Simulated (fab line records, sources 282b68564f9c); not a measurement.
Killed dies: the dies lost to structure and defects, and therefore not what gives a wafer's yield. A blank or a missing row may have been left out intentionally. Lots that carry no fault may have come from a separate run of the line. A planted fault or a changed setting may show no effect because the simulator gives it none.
Lot-split experiment	flow rit-cmos	23 wafers read across 5 lots, on a route 202 steps long

ON THE SPLIT
At RIT_M1_DEVELOP_08 (develop time 68 s), the setting develop-time-s was moved away from the recipe's 68 s on 12 of the 23 wafers read, by -14.5% to +12.1%. For the rest of the wafers, this setting stayed at what the recipe calls for.

FROM THE SPLIT TO THE READING: what the file shows between them, 5 steps
- RIT_M1_CD_MEAS_09: target cd 2600 nm
- RIT_M1_HARDBAKE_11: time 120 s
- RIT_M1_METAL_ETCH_12: etches Al in Cl2/BCl3, stops on SiO2, time 165 s, target depth 600 nm
- RIT_M1_STRIP_13: strips in nmp, time 590 s
- RIT_M1_STRIP_14: strips in O2, time 180 s

THE READING
At RIT_M1_CD_MEAS_90: cd-nm in nanometres, against a target cd of 2600 nm. Fault-free wafers of this fab line usually give 2600 nm, standard deviation 3.7 nm.

wafer	tool, chamber at the split	develop-time-s as run, s	against the recipe	cd-nm, nm	against lot-mates on the recipe
L078.1	litho-track-02, 0	70.64	+3.9%	2599	-6
L078.2	litho-track-02, 0	68	recipe	2607	-
L078.3	litho-track-02, 0	70.64	+3.9%	2597	-8
L078.5	litho-track-02, 0	70.64	+3.9%	2599	-6
L078.6	litho-track-02, 0	68	recipe	2604	-
L080.3	litho-track-01, 0	68	recipe	2609	-
L080.4	litho-track-01, 0	68	recipe	2600	-
L080.6	litho-track-01, 0	68	recipe	2605	-
L082.1	litho-track-01, 0	60.94	-10.4%	2605	+6
L082.2	litho-track-01, 0	60.94	-10.4%	2609	+10
L082.3	litho-track-01, 0	68	recipe	2601	-
L082.4	litho-track-01, 0	68	recipe	2598	-
L082.6	litho-track-01, 0	60.94	-10.4%	2608	+8
L083.1	litho-track-01, 0	58.14	-14.5%	2617	+20
L083.2	litho-track-01, 0	68	recipe	2596	-
L083.3	litho-track-01, 0	58.14	-14.5%	2615	+18
L083.5	litho-track-01, 0	68	recipe	2598	-
L083.6	litho-track-01, 0	58.14	-14.5%	2616	+19
L085.1	litho-track-01, 0	68	recipe	2597	-
L085.2	litho-track-01, 0	68	recipe	2598	-
L085.4	litho-track-01, 0	76.23	+12.1%	2589	-8
L085.5	litho-track-01, 0	76.23	+12.1%	2586	-12
L085.6	litho-track-01, 0	76.23	+12.1%	2589	-8

FIT RESULTS
A straight line over all 23 wafers: cd-nm changes by -0.945 nm for each +1% of develop-time-s; r = -0.91; the points scatter about the line by 3.5 nm.
The same after taking each lot's own level away (the mean of its wafers on the recipe; 23 wafers): -1.04 nm for each +1%; r = -0.94; scatter 3.1 nm.
That fit puts the effect of the largest move of develop-time-s on the reading at 15 nm.
The lots' own levels span 2597.0 to 2605.5 nm, that is 2.3 times the standard deviation above.
The two slopes agree, so the slope changes little with the lot-to-lot level.
Check: +14.2 nm against its lot-mates is what the line predicts for one of the wafers moved furthest among these (-14.5%) when that wafer is left out of the fit. Against them it came out at +20 nm.

OTHER SPLITS APPLIED TO THESE WAFERS
Note: prior to the reading, these wafers also went through further splits. Each is held against what the fit with the lots' levels taken away leaves over:
other split on the same wafers	wafers away from the commonest value	r with cd-nm (lot level and that fit taken away)
RIT_SDANNEAL_RTA_03 time-s	10	-0.59
RIT_CONTACT_EXPOSE_05 dose-mj	9	+0.25
RIT_CONTACT_ETCH_11 over-etch-frac	8	+0.21

THE WHOLE CHAIN: every reading that the file lists as answering this split, in the file's order
step	what it does	reading	change (the file's fit)	r (the file's)
RIT_M1_CD_MEAS_09	target cd 2600 nm	cd-nm	-0.94 nm for each +1% of the setting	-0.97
RIT_M1_METAL_ETCH_12	etches Al in Cl2/BCl3, stops on SiO2, time 165 s, target depth 600 nm	M1.cd-nm (the simulator's own value, which no gauge read)	-1.05 nm for each +1% of the setting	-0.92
RIT_M1_CD_MEAS_90	target cd 2600 nm	cd-nm	-1.06 nm for each +1% of the setting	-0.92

THE FILE'S OWN FIT
cd-nm changes by -1.06 nm for each +1% of develop-time-s, r = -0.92.
